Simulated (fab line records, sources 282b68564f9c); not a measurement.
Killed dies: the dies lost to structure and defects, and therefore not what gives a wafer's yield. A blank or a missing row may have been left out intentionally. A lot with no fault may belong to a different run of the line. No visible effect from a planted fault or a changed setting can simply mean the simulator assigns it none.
A struck lot beside a sound one || flow rit_cmos || 14 out of 202 route steps
Sound: these wafers, L868.1, L868.3, L868.4. Wafers struck: L871.1, L871.3, L871.5. At the end, the cause is stated.
Each step with rows lists, per side, the tool, then ch with its chambers, then its first start. Under that, the readings that differ: sound wafers || struck wafers || difference of the means || sigmas: that difference in standard deviations of wafers without a fault.
alike: a reading whose means differ by less than 2 such deviations, as well as words and numbers matching on both sides. not compared: withheld readings; readings where some wafer has no value; bounds like >300 that might hide an equal value; numbers whose values overlap and for which the record gives no deviation.
The two part at a step that has a row with sigmas, a row that says differs or no value, or rows on one side only. Numbers that have no deviation but don't overlap get no sigmas and don't part them. Lack of a reading on every wafer of one side parts them only where that side has two or more wafers.

RIT_SILICIDE_RS_MEAS_02: measurement is done with a four-point probe.
  sound on film_metro-04 at day 3 08:16; struck on film_metro-03 at day 3 21:06
  alike: SILICIDE_TI_RS
RIT_SILICIDE_THK_MEAS_03: measures by xrf.
  sound on film_metro-04 at day 3 08:23; struck on film_metro-03 at day 3 21:13
  alike: SILICIDE_TI_THK
RIT_SILICIDE_RTA_04: time 10 s, ramp up 5 s, ramp down 5 s.
  sound on rtp_anneal-02 ch 0, day 3 08:26; struck on rtp_anneal-01 ch 0, day 3 21:17
{"reading": "wafer_temp_C_max", "sound": "651.8 652.3 652.3", "struck": "653.5 654.2 653.7", "difference": "+1.7", "sigmas": "+2"}
then, 1 step without rows for these wafers: RIT_SILICIDE_WET_ETCH_05 (etches Ti in SPM, time 120 s).
RIT_SILICIDE_RTA_06: time 10 s, ramp up 5 s, ramp down 10 s.
  sound on rtp_anneal-01 ch 0, day 3 08:33; struck on rtp_anneal-02 ch 0, day 3 21:23
  alike: wafer_temp_C_max
RIT_CONTACT_CVD_00: deposits SiO2 from TEOS, target thk 400 nm, time 61 s.
  sound on pecvd-04 ch 1,2, day 3 08:37; struck on pecvd-04 ch 0,1,2, day 3 21:27
  alike: heater_power_w
RIT_CONTACT_THK_MEAS_01:
  sound on film_metro-01 at day 3 08:40; struck on film_metro-01 at day 3 21:31
  alike: CONTACT_TEOS_THK
then, 5 steps without rows for these wafers: RIT_CONTACT_HMDS_02 (prime time 60 s); RIT_CONTACT_COAT_03 (resist thk 1000 nm); RIT_CONTACT_SOFTBAKE_04 (time 60 s); RIT_CONTACT_EXPOSE_05 (exposes mask M11, target cd 1000 nm); RIT_CONTACT_PEB_06.
RIT_CONTACT_DEVELOP_07: develop time 125.5 s.
  sound on litho_track-03 ch 0, day 3 09:00; struck on litho_track-03, day 3 22:00
  no value came back on the struck wafers for chill_plate_temp_C (C), develop_time_s (s); on the sound wafers chill_plate_temp_C (C) reads 23.13 23.06 23.02
RIT_CONTACT_CD_MEAS_08: the cd target is 1000 nm.
  sound on cd_sem-02 at day 3 09:49; struck on cd_sem-02 at day 3 22:32
{"reading": "cd_nm (nm)", "sound": "998.7 1000.6 997.9", "struck": "- - -", "difference": "no value on the struck wafers", "sigmas": ""}

WHERE THEY PART
Earliest at RIT_SILICIDE_RTA_04; latest, in this record, at RIT_CONTACT_CD_MEAS_08.

WHY: whatever the simulator had introduced
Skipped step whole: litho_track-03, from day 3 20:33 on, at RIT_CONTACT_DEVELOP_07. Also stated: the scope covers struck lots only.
